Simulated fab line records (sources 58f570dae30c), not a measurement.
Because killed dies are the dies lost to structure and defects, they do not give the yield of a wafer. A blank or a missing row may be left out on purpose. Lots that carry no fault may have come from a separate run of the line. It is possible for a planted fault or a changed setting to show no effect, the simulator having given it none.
Which tool was responsible? + flow berkeley cmos170 + 42 wafers from 14 lots sampled at 3 of the route's 331 steps

WHAT THE GAUGES READ, wafer by wafer
UCB170_PLDD_TW_MEAS_11.
| lot  | measured     | on            | PLDD_TW        |
|------|--------------|---------------|----------------|
| L411 | day 7 01:17  | film metro-03 | 1015 1018 1014 |
| L413 | day 7 03:22  | film metro-01 | 1022 1017 1021 |
| L415 | day 8 01:10  | film metro-01 | 1029 1023 1027 |
| L417 | day 8 08:47  | film metro-01 | 1023 1021 1024 |
| L418 | day 8 10:22  | film metro-03 | 1055 1056 1060 |
| L422 | day 9 02:26  | film metro-03 | 1017 1017 1017 |
| L423 | day 9 02:55  | film metro-03 | 1009 1009 1014 |
| L420 | day 9 03:03  | film metro-03 | 1058 1058 1064 |
| L425 | day 9 18:03  | film metro-03 | 1015 1013 1014 |
| L424 | day 10 05:17 | film metro-01 | 1029 1023 1029 |
| L428 | day 10 10:20 | film metro-02 | 1005 1005 1007 |
| L432 | day 10 16:02 | film metro-01 | 1024 1026 1027 |
| L430 | day 10 17:01 | film metro-02 | 1004 1003 1007 |
| L433 | day 11 11:11 | film metro-02 | 1013 1008 1015 |

UCB170_SDANNEAL_RS_MEAS_04: a four-point-probe measurement.
| lot  | measured     | on            | PLDD_RS (ohm/sq)     |
|------|--------------|---------------|----------------------|
| L411 | day 7 15:26  | film metro-01 | 1032.7 1036.1 1031.7 |
| L413 | day 7 16:14  | film metro-03 | 1029.7 1029.2 1029.5 |
| L415 | day 8 13:27  | film metro-03 | 1031.0 1033.3 1028.9 |
| L417 | day 8 20:50  | film metro-01 | 1028.8 1029.5 1032.4 |
| L418 | day 8 21:49  | film metro-03 | 926.0 925.0 923.9    |
| L422 | day 9 15:56  | film metro-02 | 1025.9 1026.1 1028.1 |
| L423 | day 9 16:21  | film metro-03 | 1034.1 1038.3 1032.2 |
| L420 | day 9 17:15  | film metro-01 | 923.7 922.4 924.0    |
| L425 | day 10 06:14 | film metro-02 | 1034.7 1035.2 1033.4 |
| L424 | day 10 22:31 | film metro-03 | 1027.2 1031.5 1030.1 |
| L428 | day 11 02:22 | film metro-01 | 1031.6 1030.3 1029.5 |
| L432 | day 11 05:58 | film metro-01 | 1031.9 1032.9 1031.4 |
| L430 | day 11 05:50 | film metro-03 | 1028.1 1029.2 1030.7 |
| L433 | day 11 23:32 | film metro-03 | 1030.9 1029.6 1028.3 |

TOOL THAT RAN EACH LOT (tool first, then ch and the chambers of the sampled wafers, then the start)
| lot  | UCB170_PLDD_IMPLANT_08          |
|------|---------------------------------|
| L411 | implanter-01 ch 0, day 7 00:54  |
| L413 | implanter-01 ch 0, day 7 02:58  |
| L415 | implanter-02 ch 0, day 8 00:47  |
| L417 | implanter-04 ch 0, day 8 08:23  |
| L418 | implanter-01 ch 0, day 8 09:58  |
| L422 | implanter-02 ch 0, day 9 02:03  |
| L423 | implanter-04 ch 0, day 9 02:31  |
| L420 | implanter-01 ch 0, day 9 02:39  |
| L425 | implanter-04 ch 0, day 9 17:39  |
| L424 | implanter-02 ch 0, day 10 04:53 |
| L428 | implanter-04 ch 0, day 10 09:57 |
| L432 | implanter-02 ch 0, day 10 15:40 |
| L430 | implanter-02 ch 0, day 10 16:37 |
| L433 | implanter-04 ch 0, day 11 10:47 |
- UCB170_PLDD_IMPLANT_08

AS READ BY THE TOOLS THEMSELVES (means over the sampled wafers that have a number; for cases with no such wafer, the mark the record gives instead)
UCB170_PLDD_IMPLANT_08.
| lot  | tool         | dose ions cm2 | faraday current uA | rotation deg (degrees) |
|------|--------------|---------------|--------------------|------------------------|
| L411 | implanter-01 | 5e+13         | 161                | 0.030                  |
| L413 | implanter-01 | 5e+13         | 158                | 0.023                  |
| L415 | implanter-02 | 5e+13         | 157                | 0.001                  |
| L417 | implanter-04 | 5e+13         | 157                | 0.002                  |
| L418 | implanter-01 | 7e+13         | 202                | -0.017                 |
| L422 | implanter-02 | 5e+13         | 152                | -0.010                 |
| L423 | implanter-04 | 5e+13         | 162                | -0.005                 |
| L420 | implanter-01 | 7e+13         | 212                | 0.010                  |
| L425 | implanter-04 | 5e+13         | 156                | -0.008                 |
| L424 | implanter-02 | 5e+13         | 152                | -0.028                 |
| L428 | implanter-04 | 5e+13         | 157                | 0.000                  |
| L432 | implanter-02 | 5e+13         | 155                | 0.014                  |
| L430 | implanter-02 | 5e+13         | 156                | 0.019                  |
| L433 | implanter-04 | 5e+13         | 159                | 0.004                  |

THE ANSWER, worked out from the rows above alone
Rule: what is usual is taken from the lots themselves. Put in order of their means at a reading, lots are off if they are a third of the lots or fewer, leave a main group of 4 or more, and stand apart from it by a gap of 3 or more times the standard deviation of the main group's means; of several such gaps the widest counts. A main group is skipped when, at the precision printed for the reading in the tables above, its means are all equal. Also off: a lot with no number at a reading for which 4 or more lots have one. All remaining lots with rows at the step are treated as sound. After the gauges, taken in route order, come the tools' own readings; for these a lot's mean is taken, as printed above. At the first step where some lot is off, the reading lying furthest off is the one used; lots without a number count as furthest.
Off: at UCB170_PLDD_TW_MEAS_11 (PLDD_TW), L418, L420. Mean 1017 and standard deviation 7.4 in the main group.
A tool fits if, at a process step before that reading, it ran every lot that is off, and no sound lot after the first of them. Not tried: the gauges at UCB170_PLDD_TW_MEAS_11; whatever is off there is also off at UCB170_PLDD_IMPLANT_08, on other tools, and gauge error can't account for it. One candidate fits, namely implanter-01 at UCB170_PLDD_IMPLANT_08. A fault onset in the window from L413 (day 7 02:58, its last sound lot) to L418 (day 8 09:58, its first lot off) fits.
The tool's own readings at UCB170_PLDD_IMPLANT_08 bear it out: on the lots that are off they differ by more than 5 times the standard deviation of the sound lots' means. dose ions cm2 reads 7e+13 there against 5e+13 on the sound lots; faraday current uA reads 207 there against 157 on the sound lots.

WHAT THE SIMULATOR HAD PUT IN
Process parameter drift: implanter-01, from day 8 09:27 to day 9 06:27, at UCB170_PLDD_IMPLANT_08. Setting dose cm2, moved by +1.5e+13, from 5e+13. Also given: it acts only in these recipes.
Shown lots that were struck: L418, L420. Same finding as the rule above.
